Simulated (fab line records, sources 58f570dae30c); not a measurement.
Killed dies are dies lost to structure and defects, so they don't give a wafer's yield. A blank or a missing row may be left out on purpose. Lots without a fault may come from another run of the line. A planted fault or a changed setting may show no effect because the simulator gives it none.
Chamber matching | flow berkeley_cmos170 | UCB170_CONTACT_ETCH_17 on rie_diel-01: 4 sister chambers
The step etches BARC in N2/H2. 8 wafers are shown with their chamber, then 8 later ones without.

WAFERS WITH THEIR CHAMBER
wafer  | chamber | throttle_valve_pct (%) | oes_product_au (a.u.)
L928.5 | 2       | 13.18                  | 0.997
L930.4 | 1       | 13.39                  | 0.970
L930.5 | 1       | 13.37                  | 0.964
L932.4 | 0       | 13.50                  | 1.011
L934.1 | 2       | 13.16                  | 0.991
L934.3 | 3       | 13.36                  | 0.998
L934.4 | 0       | 13.49                  | 1.011
L941.2 | 3       | 13.36                  | 1.007

WAFERS WITHOUT THEIR CHAMBER
wafer  | throttle_valve_pct (%) | oes_product_au (a.u.)
L941.5 | 13.36                  | 1.003
L941.6 | 13.15                  | 0.990
L947.4 | 13.15                  | 1.006
L947.5 | 13.49                  | 1.017
L947.6 | 13.38                  | 0.969
L948.2 | 13.50                  | 1.008
L948.3 | 13.16                  | 0.999
L948.5 | 13.48                  | 1.006

WHICH CHAMBER EACH WENT THROUGH
wafer  | from the rows above | in truth
L941.5 | 3                   | 3
L941.6 | 2                   | 2
L947.4 | 2                   | 2
L947.5 | 0                   | 0
L947.6 | 1                   | 1
L948.2 | 0                   | 0
L948.3 | 2                   | 2
L948.5 | 0                   | 0
Placed correctly: 8 of 8. Can't be placed from these rows: 0. Placed wrongly: 0.
How it was worked out, from the rows above alone: a wafer's distance from a chamber is the root of the sum, over the readings, of the square of ((its reading less the chamber's mean) divided by the reading's scatter). The wafer belongs to the nearest chamber; if the next one is less than 2 further off, it can't be placed. A chamber's mean is the mean of its shown wafers. The scatter: the root of (the sum of the squares of (reading less its chamber's mean) over the shown wafers, divided by (wafers less chambers)).
